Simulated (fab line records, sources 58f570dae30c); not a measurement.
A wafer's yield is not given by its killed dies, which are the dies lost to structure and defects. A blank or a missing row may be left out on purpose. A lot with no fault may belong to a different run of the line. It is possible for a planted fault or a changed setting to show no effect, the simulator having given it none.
fab line records    flow berkeley-cmos170
record lots=5  wafers=15  last-day=12
route steps=331 shown PVT@118 GATE@125 FIELD@126
lots with no fault: from the same line, run without faults
start-h: the number of hours between the record's first day and the start of the first shown wafer of the lot    wait-h: hours elapsed since this lot's preceding step    " identical to the entry in the row above    L1.1+2: a row that stands for several wafers    - value missing, or start not given    * or withheld: withheld    < > ~ a bound
route shown NAME@n: NAME is a module with steps in the file, n the number in the route of the first one    usual: mean and standard deviation over wafers with no fault    same: alike in all rows    chamber/n: place in a boat    sites: per-site readings    _std_site: standard deviation across them    _edge_site: the outer-site mean with the inner-site mean subtracted    radius-mm: how far each site lies from the wafer's centre    mask NAME#n: copy n    behind: the tool/chamber that last shaped the wafer    hold: what put the lot on hold/how long, in hours/how the hold closed    device: transistor that didn't switch, given as n, p or np    end of line: tests of these same wafers at the route's end    a step given without rows: its recipe and nothing more    killed: dies that structure and defects cost at the first sort, which is not the same as the wafer's yield    map: a wafer's dies, x killed, . not, _ none there
set.NAME: the setting as run; set.NAME@STEP: as run at that earlier step    model.NAME: the simulator's own value behind a step, which no gauge read
a table for each step, a row for each wafer; lots at some steps of the route
services: a tool's chamber out of use, with start hour (start-h, from the record's first day; less than 0 if before it), hours out, and reason
## steps
# step UCB170_PVT_EXPOSE_03
# recipe mask-id=NWELL  target-cd-nm=3000  na=0.5  sigma-outer=0.6  source-shape=conventional  dose-mj=30
lot.wafer   tool            chamber  start-h  wait-h  mask
L090.1+2+4  krf-scanner-02  0        220.40   0.1     NWELL#0
L091.1+2+5  krf-scanner-02  0        220.62   0.1     NWELL#0
L093.2+3+5  krf-scanner-02  0        232.07   0.1     NWELL#0
L097.2+3+4  krf-scanner-01  0        242.29   0.1     NWELL#0
L096.1+4+5  krf-scanner-02  0        244.90   0.2     NWELL#0
# step UCB170_PVT_PEB_04
# recipe peb-temp-c=130  peb-time-s=withheld  resist=KrF
lot.wafer   tool            chamber  start-h  wait-h
L090.1+2+4  litho-track-01  0        220.52   0.1
L091.1+2+5  litho-track-01  0        220.79   0.1
L093.2+3+5  litho-track-02  0        232.19   0.1
L097.2+3+4  litho-track-02  0        242.41   0.1
L096.1+4+5  litho-track-01  0        245.22   0.3
# step UCB170_PVT_DEVELOP_05
# recipe developer=TMAH  develop-time-s=45  resist=KrF  dev-temp-c=20.04
lot.wafer   tool            chamber  start-h  wait-h
L090.1+2+4  litho-track-01  0        -        -
L091.1+2+5  litho-track-01  0        -        -
L093.2+3+5  litho-track-02  0        -        -
L097.2+3+4  litho-track-02  0        -        -
L096.1+4+5  litho-track-01  0        -        -
# step UCB170_PVT_OVL_MEAS_06
# usual PVT_OVL=-1/5.8
lot.wafer  tool        chamber  start-h  wait-h  PVT_OVL[nm]
L090.1     overlay-02  -        220.79   -       6
L090.2     "           -        "        "       2
L090.4     "           -        "        "       5
L091.1     overlay-01  -        221.07   -       1
L091.2     "           -        "        "       -3
L091.5     "           -        "        "       -4
L093.2     overlay-01  -        232.44   -       9
L093.3     "           -        "        "       9
L093.5     "           -        "        "       8
L097.2     overlay-01  -        242.66   -       -8
L097.3     "           -        "        "       -11
L097.4     "           -        "        "       -15
L096.1     overlay-02  -        245.50   -       3
L096.4     "           -        "        "       0
L096.5     "           -        "        "       3
# step UCB170_PVT_IMPLANT_07
# recipe species=P  dose-cm2=2e+12  energy-kev=30  tilt-deg=7
# same implant-ion-amu=31
lot.wafer   tool          chamber  start-h  wait-h
L090.1+2+4  implanter-02  0        220.83   0.0
L091.1+2+5  implanter-03  0        221.10   0.0
L093.2+3+5  implanter-02  0        232.50   0.0
L097.2+3+4  implanter-02  0        242.72   0.0
L096.1+4+5  implanter-04  0        245.53   0.0
# step UCB170_PVT_STRIP_08
# recipe chemistry=O2  power-w=400  pressure-mtorr=3500  platen-temp-c=withheld  o2-flow-sccm=400  overash-fraction=0.5
# usual drypump-motor-current-A=6.1/0.31  oes-product-au=0.734/0.0046  strip-time-to-endpoint-s=21.61/0.065
lot.wafer  tool             chamber  start-h  wait-h  drypump-motor-current-A  oes-product-au  rf-hours-counter-h  strip-time-to-endpoint-s
L090.1     plasma-asher-03  0        220.98   0.1     5.8                      0.738           12                  21.63
L090.2     "                1        "        "       6.1                      0.737           12                  21.63
L090.4     "                0        "        "       5.9                      0.736           -                   21.64
L091.1     plasma-asher-01  0        221.25   0.1     6.5                      0.730           44                  21.63
L091.2     "                1        "        "       6.3                      0.731           44                  21.67
L091.5     "                0        "        "       6.5                      0.741           -                   21.62
L093.2     plasma-asher-02  1        232.62   0.1     6.0                      0.735           51                  21.72
L093.3     "                0        "        "       5.5                      0.733           -                   21.71
L093.5     "                0        "        "       5.5                      0.738           -                   21.68
L097.2     plasma-asher-01  0        242.84   0.1     6.5                      0.739           46                  21.66
L097.3     "                0        "        "       6.5                      0.740           -                   21.61
L097.4     "                1        "        "       6.4                      0.733           -                   21.56
L096.1     plasma-asher-01  1        245.68   0.1     6.4                      0.737           46                  21.60
L096.4     "                0        "        "       6.5                      0.735           -                   21.48
L096.5     "                0        "        "       6.5                      0.735           -                   21.49
# step UCB170_PVT_TW_MEAS_09
# usual PVT_TW=504.2/2.6
lot.wafer  tool           chamber  start-h  wait-h  PVT_TW
L090.1     film-metro-01  -        221.08   0.1     501.9
L090.2     "              -        "        "       505.6
L090.4     "              -        "        "       503.0
L091.1     film-metro-01  -        221.35   0.1     503.1
L091.2     "              -        "        "       503.5
L091.5     "              -        "        "       502.0
L093.2     film-metro-01  -        232.73   0.1     502.9
L093.3     "              -        "        "       503.0
L093.5     "              -        "        "       505.7
L097.2     film-metro-02  -        242.95   0.1     506.5
L097.3     "              -        "        "       505.4
L097.4     "              -        "        "       504.7
L096.1     film-metro-03  -        245.78   0.1     496.7
L096.4     "              -        "        "       502.5
L096.5     "              -        "        "       496.2
# step UCB170_GATE_WET_ETCH_00
# recipe chemistry=dHF  dilution=25:1  target=SiO2  temp-c=25  time-s=200
# usual bath-heat-duty-pct=6.5/0.77
# same time-s=200
lot.wafer  tool          chamber  start-h  wait-h  bath-heat-duty-pct
L090.1     wet-bench-02  2        221.14   0.1     6.5
L090.2     "             2        "        "       6.5
L090.4     "             2        "        "       5.9
L091.1     wet-bench-03  2        221.41   0.1     6.7
L091.2     "             2        "        "       7.1
L091.5     "             2        "        "       6.0
L093.2     wet-bench-01  2        232.78   0.0     7.1
L093.3     "             2        "        "       7.6
L093.5     "             2        "        "       7.2
L097.2     wet-bench-01  2        243.00   0.0     8.2
L097.3     "             2        "        "       7.4
L097.4     "             2        "        "       7.6
L096.1     wet-bench-01  0        245.84   0.1     6.0
L096.4     "             0        "        "       7.0
L096.5     "             0        "        "       6.5
# step UCB170_FIELD_THK_MEAS_91
# recipe reads=SiO2_of_FIELD_OXIDATION_01
# usual FIELD_OXIDE_LEFT_2_THK=352/11
lot.wafer  tool           chamber  start-h  wait-h  FIELD_OXIDE_LEFT_2_THK[nm]
L090.1     film-metro-02  -        221.20   0.0     352
L090.2     "              -        "        "       345
L090.4     "              -        "        "       360
L091.1     film-metro-03  -        221.54   0.0     363
L091.2     "              -        "        "       367
L091.5     "              -        "        "       356
L093.2     film-metro-01  -        232.86   0.0     340
L093.3     "              -        "        "       335
L093.5     "              -        "        "       332
L097.2     film-metro-03  -        243.08   0.0     341
L097.3     "              -        "        "       343
L097.4     "              -        "        "       345
L096.1     film-metro-02  -        245.91   0.0     330
L096.4     "              -        "        "       328
L096.5     "              -        "        "       324
# step UCB170_GATE_OXIDATION_01
# recipe temp-c=850  ambient=O2  target-thk-a=66  ox-time-s=1800
# usual spike-tc-source-C=876/3.9
lot.wafer  tool        chamber  start-h  wait-h  spike-tc-source-C
L090.1     furnace-04  0        225.35   4.1     872
L090.2     "           0        "        "       872
L090.4     "           0        "        "       871
L091.1     furnace-04  0        225.35   3.8     872
L091.2     "           0        "        "       872
L091.5     "           0        "        "       872
L093.2     furnace-02  0        237.54   4.7     880
L093.3     "           0        "        "       880
L093.5     "           0        "        "       879
L096.1     furnace-02  0        246.54   0.6     880
L096.4     "           0        "        "       881
L096.5     "           0        "        "       881
L097.2     furnace-02  0        246.54   3.5     879
L097.3     "           0        "        "       880
L097.4     "           0        "        "       879
# step UCB170_GATE_THK_MEAS_02
# recipe reads=SiO2_of_GATE_OXIDATION_01
# usual GATE_OXIDE_THK=6.61/0.15
lot.wafer  tool           chamber  start-h  wait-h  GATE_OXIDE_THK[nm]
L090.1     film-metro-04  -        226.85   0.0     6.41
L090.2     "              -        "        "       6.44
L090.4     "              -        "        "       6.40
L091.1     film-metro-03  -        226.85   0.0     6.46
L091.2     "              -        "        "       6.47
L091.5     "              -        "        "       6.43
L093.2     film-metro-02  -        239.05   0.0     6.89
L093.3     "              -        "        "       7.00
L093.5     "              -        "        "       6.87
L096.1     film-metro-03  -        248.04   0.0     6.84
L096.4     "              -        "        "       6.91
L096.5     "              -        "        "       6.86
L097.2     film-metro-02  -        248.05   0.0     6.69
L097.3     "              -        "        "       6.80
L097.4     "              -        "        "       6.72
# step UCB170_GATE_ANNEAL_03
# recipe temp-c=900  time-s=1800  ambient=N2
# usual spike-tc-source-C=926.4/2.8
# same time-s=1800
lot.wafer  tool        chamber  start-h  wait-h  spike-tc-source-C
L090.1     furnace-04  0        229.43   2.6     923.9
L090.2     "           0        "        "       921.7
L090.4     "           0        "        "       922.4
L091.1     furnace-04  0        229.43   2.6     921.5
L091.2     "           0        "        "       924.4
L091.5     "           0        "        "       922.8
L093.2     furnace-01  0        244.16   5.1     925.8
L093.3     "           0        "        "       926.0
L093.5     "           0        "        "       926.6
L096.1     furnace-04  0        250.86   2.8     922.3
L096.4     "           0        "        "       923.7
L096.5     "           0        "        "       922.3
L097.2     furnace-04  0        250.86   2.8     920.8
L097.3     "           0        "        "       921.6
L097.4     "           0        "        "       923.8
# step UCB170_GATE_CVD_04
# recipe material=poly-Si  temp-c=610  precursor=SiH4  time-s=1440  pressure-mtorr=375  target-thk-nm=214  sih4-flow-sccm=120
# usual sih4-flow-sccm=120.0/0.33  spike-tc-source-C=630.5/2.4
# same time-s=1440
lot.wafer  tool      chamber  start-h  wait-h  sih4-flow-sccm  spike-tc-source-C
L090.1     lpcvd-01  1        230.93   0.0     120.6           632.5
L090.2     "         1        "        "       120.0           633.8
L090.4     "         1        "        "       119.9           632.8
L091.1     lpcvd-01  0        230.93   0.0     120.5           630.5
L091.2     "         0        "        "       119.9           631.1
L091.5     "         0        "        "       120.1           630.5
L093.2     lpcvd-01  1        246.08   0.4     120.0           633.1
L093.3     "         1        "        "       120.4           632.2
L093.5     "         1        "        "       120.3           632.9
L096.1     lpcvd-02  0        253.93   1.6     120.2           628.9
L096.4     "         0        "        "       120.4           629.6
L096.5     "         0        "        "       120.2           629.5
L097.2     lpcvd-02  0        253.93   1.6     120.0           629.1
L097.3     "         0        "        "       119.9           628.5
L097.4     "         0        "        "       119.9           627.9
# step UCB170_GATE_THK_MEAS_05
# recipe reads=poly-Si_of_GATE_CVD_04
# usual GATE_POLY_THK=213.6/2.2
lot.wafer  tool           chamber  start-h  wait-h  GATE_POLY_THK[nm]
L090.1     film-metro-04  -        233.03   0.0     217.9
L090.2     "              -        "        "       217.2
L090.4     "              -        "        "       218.8
L091.1     film-metro-02  -        233.03   0.0     216.0
L091.2     "              -        "        "       214.9
L091.5     "              -        "        "       212.1
L093.2     film-metro-04  -        247.49   0.0     213.2
L093.3     "              -        "        "       213.2
L093.5     "              -        "        "       213.0
L096.1     film-metro-04  -        255.33   0.0     215.1
L096.4     "              -        "        "       213.4
L096.5     "              -        "        "       215.7
L097.2     film-metro-02  -        255.34   0.0     215.7
L097.3     "              -        "        "       216.2
L097.4     "              -        "        "       215.8
# step UCB170_GATE_COAT_06
# recipe resist=BARC  temp-c=withheld  time-s=withheld  spin-rpm=3000  resist-thk-nm=withheld
lot.wafer   tool            chamber  start-h  wait-h
L090.1+2+4  litho-track-01  0        233.09   0.1
L091.1+2+5  litho-track-02  0        233.09   0.1
L093.2+3+5  litho-track-03  0        247.76   0.3
L096.1+4+5  litho-track-01  0        255.39   0.1
L097.2+3+4  litho-track-02  0        255.77   0.4
# step UCB170_GATE_COAT_07
# recipe resist=KrF  spin-rpm=1500  resist-thk-nm=900
lot.wafer   tool            chamber  start-h  wait-h
L090.1+2+4  litho-track-01  0        -        -
L091.1+2+5  litho-track-02  0        -        -
L093.2+3+5  litho-track-03  0        -        -
L096.1+4+5  litho-track-01  0        -        -
L097.2+3+4  litho-track-02  0        -        -
# step UCB170_GATE_SOFTBAKE_08
# recipe resist=KrF  temp-c=130  time-s=60
# same time-s=60
lot.wafer   tool            chamber  start-h  wait-h
L090.1+2+4  litho-track-01  0        -        -
L091.1+2+5  litho-track-02  0        -        -
L093.2+3+5  litho-track-03  0        -        -
L096.1+4+5  litho-track-01  0        -        -
L097.2+3+4  litho-track-02  0        -        -
# step UCB170_GATE_EXPOSE_09
# recipe mask-id=POLY  target-cd-nm=350  na=0.5  sigma-outer=0.6  source-shape=conventional  dose-mj=20.51
lot.wafer   tool            chamber  start-h  wait-h  mask
L090.1+2+4  krf-scanner-02  0        233.66   -       POLY#0
L091.1+2+5  krf-scanner-01  0        233.91   -       POLY#0
L093.2+3+5  krf-scanner-01  0        248.20   -       POLY#0
L096.1+4+5  krf-scanner-01  0        255.84   -       POLY#0
L097.2+3+4  krf-scanner-02  0        256.21   -       POLY#0
# step UCB170_GATE_PEB_10
# recipe peb-temp-c=130  peb-time-s=withheld  resist=KrF
lot.wafer   tool            chamber  start-h  wait-h
L090.1+2+4  litho-track-02  0        233.78   0.1
L091.1+2+5  litho-track-02  0        234.06   0.1
L093.2+3+5  litho-track-03  0        248.66   0.4
L096.1+4+5  litho-track-03  0        256.29   0.4
L097.2+3+4  litho-track-03  0        256.59   0.4
# step UCB170_GATE_DEVELOP_11
# recipe developer=TMAH  develop-time-s=45  resist=KrF  dev-temp-c=21
lot.wafer   tool            chamber  start-h  wait-h
L090.1+2+4  litho-track-02  0        -        -
L091.1+2+5  litho-track-02  0        -        -
L093.2+3+5  litho-track-03  0        -        -
L096.1+4+5  litho-track-03  0        -        -
L097.2+3+4  litho-track-03  0        -        -
## services
tool             chamber  start-h  hours  kind
implanter-02     -        201.66   1.3    repair
furnace-01       -        204.23   3.5    pm
krf-scanner-01   -        206.91   4.0    pm
krf-scanner-02   -        213.12   1.0    pm
krf-scanner-01   -        218.02   1.0    pm
krf-scanner-02   -        224.20   4.4    pm
plasma-asher-01  -        229.33   0.5    repair
krf-scanner-02   -        230.34   0.2    repair
implanter-03     -        231.55   9.3    repair
krf-scanner-01   -        231.60   0.8    pm
lpcvd-01         -        247.48   6.1    pm
krf-scanner-02   0        251.00   -      calibration
implanter-04     -        252.97   3.2    pm
implanter-03     -        255.68   5.2    repair
furnace-02       -        255.97   4.0    repair
## key
fault none
